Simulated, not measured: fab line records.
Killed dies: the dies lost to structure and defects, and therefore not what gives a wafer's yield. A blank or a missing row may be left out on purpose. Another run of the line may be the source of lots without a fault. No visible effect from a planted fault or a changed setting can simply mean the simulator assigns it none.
Split-lot study + flow berkeleyCmos170 + 23 wafers read from 5 lots, route of 331 steps

== THE SPLIT ==
At UCB170_NWELL_CVD_04 (deposits Si3N4 from SiH2Cl2/NH3, target thk 224 nm, time 3360 s), the setting tempC was moved away from the recipe's 800 C on 10 of the 23 wafers read, by -2.7% to -2.0%. All remaining wafers had this setting at the recipe value.

== FROM THE SPLIT TO THE READING: what the file shows between them, 4 steps ==
- UCB170_NWELL_THK_MEAS_05
- UCB170_NWELL_EXPOSE_09: exposes mask NWELL, target cd 3000 nm (also split here: doseMj)
- UCB170_NWELL_PEB_10
- UCB170_NWELL_DEVELOP_11: develop time 45 s

== THE READING ==
oesProductAu, in a.u., at UCB170_NWELL_ETCH_13 (etches Si3N4 in CH3F/Ar/O2, stops on SiO2, target depth 246.4 nm, time 154 s). On this fab line, fault-free wafers typically give 0.939 a.u. with a standard deviation of 0.014 a.u.

| wafer  | tool, chamber at the split | tempC as run, C | against the recipe | oesProductAu, a.u. | against lot-mates on the recipe |
|--------|----------------------------|-----------------|--------------------|--------------------|---------------------------------|
| L076.1 | -, -                       | 800             | recipe             | 0.956              | -                               |
| L076.2 | -, -                       | 800             | recipe             | 0.944              | -                               |
| L076.3 | -, -                       | 800             | recipe             | 0.947              | -                               |
| L076.5 | -, -                       | 800             | recipe             | 0.964              | -                               |
| L076.6 | -, -                       | 800             | recipe             | 0.924              | -                               |
| L078.1 | -, -                       | 800             | recipe             | 0.962              | -                               |
| L078.3 | -, -                       | 800             | recipe             | 0.936              | -                               |
| L078.4 | -, -                       | 800             | recipe             | 0.961              | -                               |
| L078.5 | -, -                       | 800             | recipe             | 0.949              | -                               |
| L078.6 | -, -                       | 800             | recipe             | 0.944              | -                               |
| L080.2 | -, -                       | 778.2           | -2.7%              | 0.739              | no lot-mate on the recipe       |
| L080.3 | -, -                       | 778.2           | -2.7%              | 0.752              | no lot-mate on the recipe       |
| L080.4 | -, -                       | 778.2           | -2.7%              | 0.756              | no lot-mate on the recipe       |
| L080.5 | -, -                       | 778.2           | -2.7%              | 0.742              | no lot-mate on the recipe       |
| L080.6 | -, -                       | 778.2           | -2.7%              | 0.752              | no lot-mate on the recipe       |
| L081.4 | lpcvd-01, 0                | 800             | recipe             | 0.916              | -                               |
| L081.5 | lpcvd-01, 0                | 800             | recipe             | 0.937              | -                               |
| L081.6 | lpcvd-01, 0                | 800             | recipe             | 0.920              | -                               |
| L085.2 | -, -                       | 784.3           | -2.0%              | 0.797              | no lot-mate on the recipe       |
| L085.3 | -, -                       | 784.3           | -2.0%              | 0.795              | no lot-mate on the recipe       |
| L085.4 | -, -                       | 784.3           | -2.0%              | 0.809              | no lot-mate on the recipe       |
| L085.5 | -, -                       | 784.3           | -2.0%              | 0.788              | no lot-mate on the recipe       |
| L085.6 | -, -                       | 784.3           | -2.0%              | 0.802              | no lot-mate on the recipe       |

FIT RESULTS
A straight line over all 23 wafers: oesProductAu changes by +0.0722 a.u. for each +1% of tempC; r = +0.99; the points scatter about the line by 0.013 a.u.
Too few moved wafers with a lot-mate on the recipe to fit a line net of each lot's own level.

== THE WHOLE CHAIN: every reading that the file lists as answering this split, in the file's order ==
| step                     | what it does                                                                 | reading                                                                      | change (the file's fit)                  | r (the file's) |
|--------------------------|------------------------------------------------------------------------------|------------------------------------------------------------------------------|------------------------------------------|----------------|
| UCB170_NWELL_CVD_04      | deposits Si3N4 from SiH2Cl2/NH3, target thk 224 nm, time 3360 s              | Si3N4_of_NWELL_CVD_04.thkNm (the simulator's own value, which no gauge read) | +28.9 nm for each +1% of the setting     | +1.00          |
| UCB170_NWELL_THK_MEAS_05 |                                                                              | NWELL_NITRIDE_THK                                                            | +28.9 for each +1% of the setting        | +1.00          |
| UCB170_NWELL_ETCH_13     | etches Si3N4 in CH3F/Ar/O2, stops on SiO2, target depth 246.4 nm, time 154 s | oesProductAu                                                                 | +0.0722 a.u. for each +1% of the setting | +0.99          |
| UCB170_NWELL_ETCH_13     | etches Si3N4 in CH3F/Ar/O2, stops on SiO2, target depth 246.4 nm, time 154 s | etch.depthNm (the simulator's own value, which no gauge read)                | +28.3 nm for each +1% of the setting     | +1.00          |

== THE FILE'S OWN FIT ==
oesProductAu changes by +0.0722 a.u. for each +1% of tempC, r = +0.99.
